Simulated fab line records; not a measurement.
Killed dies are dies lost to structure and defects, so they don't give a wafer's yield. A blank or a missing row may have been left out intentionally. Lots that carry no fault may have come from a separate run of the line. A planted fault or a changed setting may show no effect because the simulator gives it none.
Commonality check across tools || flow berkeley-cmos170 || 13 lots, 39 wafers sampled

WHY THIS WAS OPENED
Of 13 lots, 2 have the reading SCREENOX_OXIDE_THK flagged at UCB170_SCREENOX_THK_MEAS_02. Wafers without a fault read 14.31 nm, standard deviation 0.24.
Rule: a lot is flagged in two cases, either no wafer of it has a number, or all its wafers with numbers fall more than 4 standard deviations from that mean. As for the other lots, they are considered sound.

{"lot": "L957", "measured": "day 5 14:01", "on": "film-metro-02", "SCREENOX_OXIDE_THK (nm), wafer by wafer": "14.64 14.69 14.68", "flag": ""}
{"lot": "L958", "measured": "day 6 00:03", "on": "film-metro-01", "SCREENOX_OXIDE_THK (nm), wafer by wafer": "14.54 14.51 14.54", "flag": ""}
{"lot": "L960", "measured": "day 6 05:40", "on": "film-metro-03", "SCREENOX_OXIDE_THK (nm), wafer by wafer": "14.57 14.43 14.50", "flag": ""}
{"lot": "L959", "measured": "day 6 05:40", "on": "film-metro-01", "SCREENOX_OXIDE_THK (nm), wafer by wafer": "14.85 14.72 14.94", "flag": ""}
{"lot": "L961", "measured": "day 6 05:40", "on": "film-metro-02", "SCREENOX_OXIDE_THK (nm), wafer by wafer": "14.27 14.27 14.27", "flag": ""}
{"lot": "L962", "measured": "day 7 03:02", "on": "film-metro-03", "SCREENOX_OXIDE_THK (nm), wafer by wafer": "14.27 14.25 14.55", "flag": ""}
{"lot": "L963", "measured": "day 7 10:05", "on": "film-metro-01", "SCREENOX_OXIDE_THK (nm), wafer by wafer": "14.22 14.04 14.10", "flag": ""}
{"lot": "L964", "measured": "day 7 10:07", "on": "film-metro-02", "SCREENOX_OXIDE_THK (nm), wafer by wafer": "14.23 14.44 14.23", "flag": ""}
{"lot": "L973", "measured": "day 9 05:46", "on": "film-metro-01", "SCREENOX_OXIDE_THK (nm), wafer by wafer": "16.74 16.90 16.98", "flag": "FLAGGED"}
{"lot": "L975", "measured": "day 9 15:14", "on": "film-metro-01", "SCREENOX_OXIDE_THK (nm), wafer by wafer": "16.79 16.80 17.06", "flag": "FLAGGED"}
{"lot": "L978", "measured": "day 9 19:25", "on": "film-metro-02", "SCREENOX_OXIDE_THK (nm), wafer by wafer": "14.53 14.28 14.60", "flag": ""}
{"lot": "L979", "measured": "day 9 19:28", "on": "film-metro-02", "SCREENOX_OXIDE_THK (nm), wafer by wafer": "13.80 13.87 13.80", "flag": ""}
{"lot": "L980", "measured": "day 10 09:56", "on": "film-metro-03", "SCREENOX_OXIDE_THK (nm), wafer by wafer": "14.20 14.25 14.45", "flag": ""}
The mean of the flagged lots' numbers is 16.88 nm, +2.57 nm from the usual (+11 standard deviations).

WHICH TOOL EACH LOT WENT THROUGH
Before the reading, the record contains 0 process steps out of a 331-step route. In each cell: the tool, then ch and the chambers that the sampled wafers went through, then the start.
{"lot": "L957", "flag": ""}
{"lot": "L958", "flag": ""}
{"lot": "L960", "flag": ""}
{"lot": "L959", "flag": ""}
{"lot": "L961", "flag": ""}
{"lot": "L962", "flag": ""}
{"lot": "L963", "flag": ""}
{"lot": "L964", "flag": ""}
{"lot": "L973", "flag": "FLAGGED"}
{"lot": "L975", "flag": "FLAGGED"}
{"lot": "L978", "flag": ""}
{"lot": "L979", "flag": ""}
{"lot": "L980", "flag": ""}
What is done by these steps:
- UCB170_SCREENOX_THK_MEAS_02

FLAGGED AGAINST TOTAL, ONE TOOL AT A TIME (gauges that did the reading follow at the end)
{"step": "UCB170_SCREENOX_THK_MEAS_02", "tool": "film-metro-01", "lots run": 5, "flagged": 2, "share of the flagged lots": "all", "sound lots run after its first flagged lot": 0}
{"step": "UCB170_SCREENOX_THK_MEAS_02", "tool": "film-metro-02", "lots run": 5, "flagged": 0, "share of the flagged lots": "none", "sound lots run after its first flagged lot": "-"}
{"step": "UCB170_SCREENOX_THK_MEAS_02", "tool": "film-metro-03", "lots run": 3, "flagged": 0, "share of the flagged lots": "none", "sound lots run after its first flagged lot": "-"}

WHAT THE TABLE ALLOWS
In the table, 1 row covers all flagged lots: film-metro-01 at UCB170_SCREENOX_THK_MEAS_02.
- film-metro-01 at UCB170_SCREENOX_THK_MEAS_02: 2 of its 5 lots flagged. A fault beginning between L963 (day 7 10:05), its last sound lot, and L973 (day 9 05:46), its first flagged one, fits the data.
One tool is left: film-metro-01 at UCB170_SCREENOX_THK_MEAS_02.

WHAT THE SIMULATOR HAD INSERTED
Metrology matching offset: film-metro-01, from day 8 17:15 on, at UCB170_SCREENOX_THK_MEAS_02. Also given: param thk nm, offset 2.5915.
Lots struck among those shown: L973, L975. Same finding as the rule above.
